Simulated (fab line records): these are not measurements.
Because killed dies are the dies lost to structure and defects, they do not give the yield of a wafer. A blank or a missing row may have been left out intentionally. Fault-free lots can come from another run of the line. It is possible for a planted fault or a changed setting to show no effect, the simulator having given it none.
A single fault, viewed from 2 desks + flow berkeley-cmos170 + each desk holds nothing but its own numbers, with what lay behind them at the end

## FOR THE TOOL OWNER'S DESK: rie-metal-03
The tool's own readings at UCB170_M2_METAL_ETCH_18 (etches Al in Cl2/BCl3, stops on SiO2, target depth 1170 nm, time 195 s): means of the sampled wafers that have a number, for each lot that ran on this tool. Any lot whose mean is over 4 standard deviations away from the usual mean is out of limits and marked OUT; that distance is given in the brackets.
Columns: A = drypump-motor-current-A at UCB170_M2_METAL_ETCH_18, usual 5.6 A; B = oes-product-au at UCB170_M2_METAL_ETCH_18, usual 0.851 a.u.; C = rf-fwd-power-W at UCB170_M2_METAL_ETCH_18, usual 597.9 W; D = run-length-s at UCB170_M2_METAL_ETCH_18, usual 223.4 s; E = throttle-valve-pct at UCB170_M2_METAL_ETCH_18, usual 24.70 %
| lot  | first seen here | A   | B                | C     | D               | E     |
|------|-----------------|-----|------------------|-------|-----------------|-------|
| L149 | day 9 00:53     | 5.6 | 0.850            | 596.7 | 222.8           | 24.73 |
| L153 | day 9 11:01     | 5.8 | 0.840            | 597.7 | 222.8           | 24.59 |
| L155 | day 9 21:10     | 5.9 | 0.855            | 596.2 | 223.5           | 24.44 |
| L159 | day 10 21:58    | 5.9 | 0.852            | 598.8 | 223.2           | 24.44 |
| L161 | day 11 00:28    | 5.8 | 0.851            | 599.2 | 222.9           | 24.59 |
| L164 | day 11 18:34    | 5.8 | 0.930 (+7.2) OUT | 599.1 | 180.2 (-98) OUT | 24.54 |
| L163 | day 11 19:38    | 5.9 | 0.890            | 598.7 | 201.6 (-49) OUT | 24.43 |
Finding of this desk: L163, L164 out of limits; the first was L164 at day 11 18:34, on oes-product-au at UCB170_M2_METAL_ETCH_18. L149, L153, L155, L159, L161 stayed within limits.

## THE METROLOGY DESK
What the gauges read for every lot (on any tool): the sampled wafers with a number, averaged. Any lot whose mean is over 4 standard deviations away from the usual mean is out of limits and marked OUT; that distance is given in the brackets.
Columns: A = V1_BOW at UCB170_V1_BOW_MEAS_03, usual 20 um; B = cd-nm at UCB170_M2_CD_MEAS_90, usual 700 nm
| lot  | first seen here | A  | B   |
|------|-----------------|----|-----|
| L146 | day 8 01:08     | 24 | 697 |
| L145 | day 8 01:28     | 23 | 694 |
| L149 | day 8 17:55     | 16 | 706 |
| L150 | day 8 17:56     | 21 | 698 |
| L151 | day 9 04:39     | 21 | 699 |
| L153 | day 9 04:56     | 24 | 704 |
| L157 | day 9 16:34     | 20 | 697 |
| L156 | day 9 16:35     | 16 | 703 |
| L155 | day 9 16:51     | 20 | 705 |
| L159 | day 10 15:46    | 24 | 698 |
| L161 | day 10 19:05    | 16 | 704 |
| L164 | day 11 14:09    | 16 | 713 |
| L165 | day 11 14:09    | 22 | 696 |
| L163 | day 11 14:29    | 22 | 705 |
This desk's finding: nothing out of limits on any of the 14 lots.

## ALL TOGETHER
At day 11 18:34, on L163, L164, the tool owner's desk was in a position to raise an alarm.
At the metrology desk, nothing out of limits was observed.
The metrology desk has L163, L164 on record, within its limits.
All the named lots went through UCB170_M2_METAL_ETCH_18 on rie-metal-03.

## WHAT THE SIMULATOR PUT IN
rie-metal-03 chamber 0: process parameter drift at UCB170_M2_METAL_ETCH_18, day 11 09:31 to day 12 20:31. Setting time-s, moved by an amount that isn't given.
Struck lots among those shown: L163, L164.
Delay in hours, fault start to first out-of-limits reading, by desk: the tool owner's desk at 9.
